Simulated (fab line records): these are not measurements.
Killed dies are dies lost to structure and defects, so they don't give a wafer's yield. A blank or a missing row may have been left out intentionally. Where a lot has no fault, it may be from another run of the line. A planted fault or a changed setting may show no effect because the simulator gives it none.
Which of the tools did it?	flow ritCmos	42 wafers from 14 lots sampled at 4 of the route's 202 steps

WHAT THE GAUGES SHOWED, per wafer
RIT_NRETRO_OVL_MEAS_06. Usual: NRETRO_OVL typically reads 0.7 nm, with standard deviation 1.5.
lot	measured	on	NRETRO_OVL (nm)	flag
L615	day 2 06:49	overlay-01	3.5 2.4 1.0	
L616	day 2 12:14	overlay-01	-1.6 -0.6 0.3	
L618	day 2 22:20	overlay-01	0.5 -1.3 -0.7	
L619	day 3 03:33	overlay-01	0.0 -0.3 0.0	
L620	day 3 08:47	overlay-01	2.9 0.0 1.5	
L621	day 3 14:16	overlay-01	-1.5 0.1 1.9	
L624	day 4 06:23	overlay-01	1.7 1.3 0.5	
L625	day 4 11:51	overlay-01	-0.3 1.5 1.8	
L628	day 5 01:01	overlay-02	1.7 1.3 3.0	
L629	day 5 05:58	overlay-01	-0.5 0.1 -0.5	
L631	day 5 16:19	overlay-02	0.5 1.7 2.0	
L635	day 6 10:05	overlay-01	1.7 -1.2 -0.1	
L636	day 6 15:56	overlay-02	4.6 2.9 2.4	
L637	day 6 21:04	overlay-01	3.6 1.6 0.4	

RIT_FOX2_THK_MEAS_91. Usual: FIELD_OXIDE_LEFT_2_THK typically reads 256 nm, with standard deviation 6.5.
lot	measured	on	FIELD_OXIDE_LEFT_2_THK (nm)	flag
L615	day 2 09:41	filmMetro-04	265 257 266	
L616	day 2 15:02	filmMetro-01	259 254 257	
L618	day 3 01:02	filmMetro-01	249 256 254	
L619	day 3 06:11	filmMetro-04	254 248 250	
L620	day 3 11:34	filmMetro-04	258 260 255	
L621	day 3 17:22	filmMetro-03	259 252 258	
L624	day 4 09:02	filmMetro-03	252 249 250	
L625	day 4 14:41	filmMetro-04	260 252 254	
L628	day 5 03:56	filmMetro-04	262 261 262	
L629	day 5 08:49	filmMetro-04	253 251 256	
L631	day 5 18:58	filmMetro-01	269 271 271	
L635	day 6 12:45	filmMetro-01	254 255 256	
L636	day 6 18:37	filmMetro-03	267 268 262	
L637	day 6 23:49	filmMetro-03	254 254 249	

RIT_SDANNEAL_RS_MEAS_07: uses a four-point probe to measure. Usual: NLDD_RS typically reads 151.6 ohm/sq, with standard deviation 0.53.
lot	measured	on	NLDD_RS (ohm/sq)	flag
L615	day 3 08:04	filmMetro-03	151.0 151.2 151.1	
L616	day 3 14:08	filmMetro-01	151.6 152.0 151.3	
L618	day 3 23:40	filmMetro-02	152.0 152.1 152.3	
L619	day 4 04:13	filmMetro-02	151.9 151.8 151.5	
L620	day 4 09:01	filmMetro-01	151.3 151.6 151.0	
L621	day 4 15:30	filmMetro-01	150.8 151.0 151.2	
L624	day 5 05:29	filmMetro-02	151.9 151.6 150.8	
L625	day 5 11:41	filmMetro-02	152.2 152.1 152.0	
L628	day 5 22:55	filmMetro-01	152.4 152.4 152.0	
L629	day 6 06:07	filmMetro-02	152.1 152.3 152.1	
L631	day 6 14:31	filmMetro-01	151.2 151.3 151.0	
L635	day 7 07:38	filmMetro-01	152.1 151.7 151.8	
L636	day 7 14:56	filmMetro-03	151.2 151.5 151.2	
L637	day 7 18:57	filmMetro-01	151.5 152.4 151.6	

TOOL THAT RAN EACH LOT (tool first, then ch and the chambers of the sampled wafers, then the start)
lot	RIT_NSD_HARDBAKE_07
L615	lithoTrack-01 ch 0, day 3 05:20
L616	lithoTrack-03 ch 0, day 3 11:13
L618	lithoTrack-01 ch 0, day 3 20:48
L619	lithoTrack-01 ch 0, day 4 01:29
L620	lithoTrack-01 ch 0, day 4 06:14
L621	lithoTrack-01 ch 0, day 4 12:31
L624	lithoTrack-01 ch 0, day 5 02:37
L625	lithoTrack-01 ch 0, day 5 08:49
L628	lithoTrack-03 ch 0, day 5 20:03
L629	lithoTrack-03 ch 0, day 6 03:22
L631	lithoTrack-02 ch 0, day 6 11:47
L635	lithoTrack-02 ch 0, day 7 04:50
L636	lithoTrack-01 ch 0, day 7 12:07
L637	lithoTrack-01 ch 0, day 7 16:05
- RIT_NSD_HARDBAKE_07: time 60 s.

WHAT THE TOOLS THEMSELVES READ (means of the sampled wafers that have a number; where no wafer has one, the mark that the record gives instead)
RIT_NSD_HARDBAKE_07. Usual: heaterPowerTotalW 62.54 W, standard deviation 0.054; plateTempC 139.99 C, standard deviation 0.14.
lot	tool	heaterPowerTotalW (W)	plateTempC (C)	flag
L615	lithoTrack-01	62.52	140.03	
L616	lithoTrack-03	62.54	140.16	
L618	lithoTrack-01	62.53	139.94	
L619	lithoTrack-01	62.49	140.13	
L620	lithoTrack-01	62.55	140.00	
L621	lithoTrack-01	62.52	140.08	
L624	lithoTrack-01	62.59	140.07	
L625	lithoTrack-01	62.58	139.93	
L628	lithoTrack-03	60.02	135.51	OFF
L629	lithoTrack-03	60.05	135.58	OFF
L631	lithoTrack-02	62.51	139.99	
L635	lithoTrack-02	62.48	139.84	
L636	lithoTrack-01	62.53	139.96	
L637	lithoTrack-01	62.58	140.08	

THE ANSWER, worked out from the rows above alone
Rule: lot off if the mean of its wafers having a number is beyond 3 standard deviations from the usual mean. A lot without any number at a reading at which 4 lots or more have one is off too. Any other lot the step has rows for is counted as sound. After the gauges, taken in route order, come the tools' own readings; for these a lot's mean is taken, as printed above. At the first step where some lot is off, the reading lying furthest off is the one used; lots without a number count as furthest.
Off at RIT_NSD_HARDBAKE_07 (heaterPowerTotalW): L628, L629.
A tool fits if, at that step or a process step before it, it ran every lot that is off, and no sound lot after the first of them. One fits: RIT_NSD_HARDBAKE_07 on lithoTrack-03. Its last sound lot is L616 (day 3 11:13), its first lot that is off L628 (day 5 20:03): a fault that began between those two fits.
The tool's own readings at RIT_NSD_HARDBAKE_07 bear it out: on the lots that are off they differ by more than 5 times the standard deviation of the sound lots' means. heaterPowerTotalW reads 60.03 W there against 62.53 W on the sound lots; plateTempC reads 135.55 C there against 140.02 C on the sound lots.

WHAT THE SIMULATOR HAD PUT IN
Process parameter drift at RIT_NSD_HARDBAKE_07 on lithoTrack-03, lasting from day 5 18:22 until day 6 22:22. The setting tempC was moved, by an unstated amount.
Shown lots that were struck: L628, L629. This agrees with what the rule above found.
